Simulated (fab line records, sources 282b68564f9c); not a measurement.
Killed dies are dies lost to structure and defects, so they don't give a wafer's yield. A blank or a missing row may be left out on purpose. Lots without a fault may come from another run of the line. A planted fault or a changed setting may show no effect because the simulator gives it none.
fab line records | flow rit_cmos
record lots=14 wafers=42 last_day=7
route steps=202 shown SDANNEAL@155 M1@202
lots that met no fault: from a run of the same line without faults
start_h: hours from the record's first day to the start of the lot's first wafer shown | wait_h: hours since the lot's step before | " the same as in the row above | L1.1+2: a row that stands for several wafers | - no value, or no start given | * or withheld: withheld | < > ~ a bound
route shown NAME@n: a module of which the file shows steps, and the number in the route of the first | usual: mean/standard deviation of fault-free wafers | same: alike in all rows | chamber/n: place in a boat | sites: the reading at each site | _std_site: their standard deviation | _edge_site: outer sites' mean less inner sites' | radius_mm: how far each site lies from the wafer's centre | mask NAME#n: copy n | behind: the tool/chamber that last shaped the wafer | hold: why the lot was held/for how many hours/how that ended | device: the transistor (n, p or np) that didn't switch | end of line: the same wafers' tests at the end of the route | a step without rows: its recipe alone | killed: dies lost to structure and defects at the first sort, not the wafer's yield | map: a wafer's dies, x killed, . not, _ none there
set.NAME: the setting as run; set.NAME@STEP: as run at that earlier step | model.NAME: the simulator's own value behind a step, which no gauge read
steps of the route over a sample of lots; a table a step, a row a wafer
services: from which hour (start_h, from the record's first day; less than 0 if before it) a tool's chamber was out of use, for how many hours, and why
## steps
# step RIT_SDANNEAL_CLEAN_02
# recipe chemistry=SC2 mix=3:3:50 time_s=600 temp_c=75 dry=n2_spin
# usual bath_heat_duty_pct=15.7/1.5
# columns lot.wafer tool chamber start_h wait_h bath_heat_duty_pct
L961.1 wet_bench-02 1 55.43 0.0 13.2
L961.5 " 1 " " 12.4
L961.6 " 1 " " 11.8
L962.1 wet_bench-02 2 62.87 0.0 14.9
L962.2 " 2 " " 15.1
L962.6 " 2 " " 15.6
L963.4 wet_bench-04 3 66.39 0.0 18.7
L963.5 " 3 " " 19.8
L963.6 " 3 " " 17.8
L965.2 wet_bench-01 0 74.52 0.0 14.0
L965.4 " 0 " " 15.7
L965.6 " 0 " " 14.5
L966.1 wet_bench-04 2 79.10 0.0 17.5
L966.3 " 2 " " 16.6
L966.6 " 2 " " 17.4
L967.2 wet_bench-04 0 83.47 0.0 14.2
L967.4 " 0 " " 14.8
L967.5 " 0 " " 13.7
L968.1 wet_bench-01 2 85.74 0.0 14.9
L968.4 " 2 " " 16.3
L968.6 " 2 " " 14.9
L969.1 wet_bench-01 3 96.40 0.0 16.7
L969.5 " 3 " " 17.3
L969.6 " 3 " " 15.7
L971.1 wet_bench-01 0 101.37 0.0 15.1
L971.5 " 0 " " 14.4
L971.6 " 0 " " 17.1
L972.2 wet_bench-01 0 106.38 0.0 16.2
L972.4 " 0 " " 15.7
L972.5 " 0 " " 15.4
L973.1 wet_bench-04 2 110.82 0.0 18.0
L973.2 " 2 " " 17.7
L973.4 " 2 " " 15.6
L980.1 wet_bench-04 3 149.13 0.0 17.2
L980.2 " 3 " " 17.0
L980.4 " 3 " " 18.8
L983.1 wet_bench-02 0 165.37 0.0 15.3
L983.2 " 0 " " 14.6
L983.4 " 0 " " 14.6
L984.2 wet_bench-02 0 169.05 0.0 14.9
L984.3 " 0 " " 14.0
L984.6 " 0 " " 13.6
# step RIT_M1_PROBE_99
# usual killed_at_M0_to_M3=0.0/0.23 killed_at_contacts=0.1/0.34 killed_at_front_end=6.9/2.8 killed_dies=7.1/2.8 killed_on_rim=1.8/1.3 killed_open=3.4/1.9 killed_short=3.6/1.7
# same gross_dies=264 killed_at_M4_up=0 killed_at_back_side=0 killed_at_other=0
# columns lot.wafer tool chamber start_h wait_h killed_at_M0_to_M3 killed_at_contacts killed_at_front_end killed_dies killed_on_rim killed_open killed_short
L983.1 prober-02 - 173.28 0.1 0 0 30 30 10 3 3
L983.2 prober-02 - 173.33 0.1 0 0 27 27 9 1 4
L983.4 prober-02 - 173.43 0.2 0 0 27 27 10 3 3
L984.2 prober-01 - 176.72 0.1 0 0 29 29 11 1 6
L984.3 prober-01 - 176.77 0.2 0 0 29 29 11 4 4
L984.6 prober-01 - 176.92 0.2 0 0 31 31 10 4 5
# killed by level:class
L983.1 SDANNEAL:unspecified=24 GATE:geometric_particle:short=3 GATE:geometric_particle:open=1 REOX:geometric_particle:open=1 SPACER:geometric_particle:open=1
L983.2 SDANNEAL:unspecified=22 SILICIDE:geometric_particle:short=2 GATE:geometric_particle:open=1 GATE:geometric_particle:short=1 SPACER:geometric_particle:short=1
L983.4 SDANNEAL:unspecified=21 ACTIVE:geometric_particle:short=1 FOX1:geometric_particle:short=1 REOX:geometric_particle:open=1 SPACER:geometric_particle:short=1 SPACER:geometric_particle:open=1 SILICIDE:geometric_particle:open=1
L984.2 SDANNEAL:unspecified=22 REOX:geometric_particle:short=2 FOX1:geometric_particle:short=1 FOX2:geometric_particle:short=1 GATE:geometric_particle:short=1 GATE:geometric_particle:open=1 SILICIDE:geometric_particle:short=1
L984.3 SDANNEAL:unspecified=21 GATE:geometric_particle:open=2 GATE:geometric_particle:short=2 FOX1:geometric_particle:short=1 FOX2:geometric_particle:open=1 REOX:geometric_particle:open=1 SILICIDE:geometric_particle:short=1
L984.6 SDANNEAL:unspecified=22 FOX2:geometric_particle:open=2 REOX:geometric_particle:short=2 FOX1:geometric_particle:short=1 FOX2:geometric_particle:short=1 GATE:geometric_particle:open=1 GATE:geometric_particle:short=1 REOX:geometric_particle:open=1
## services
# columns tool chamber start_h hours kind
wet_bench-01 - 102.91 1.9 pm
## key
first_sign step=RIT_M1_PROBE_99 reading=killed_dies direction=up sigmas=7.9 usual=7.1 struck=28.8
effect step=RIT_M1_PROBE_99 reading=killed_at_front_end direction=up sigmas=7.9 usual=6.9 struck=28.8
met_at RIT_SDANNEAL_CLEAN_02
struck_lots L983,L984
tester_left_out L983,L984
onset_between 62.87 165.37
also_fits time
fault kind=chamber_particle_source tool=wet_bench-02 chamber=- onset_h=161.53 steps=RIT_SDANNEAL_CLEAN_02 rate_per_visit_cm2=1.2507 end_h=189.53
# tester_left_out: of these lots the tester's yield and bins aren't shown, on N5 and GAA mostly nor the transistor test; their killed dies are dies lost to structure and defects alone, not to doping, threshold or leakage, so they don't give the yield
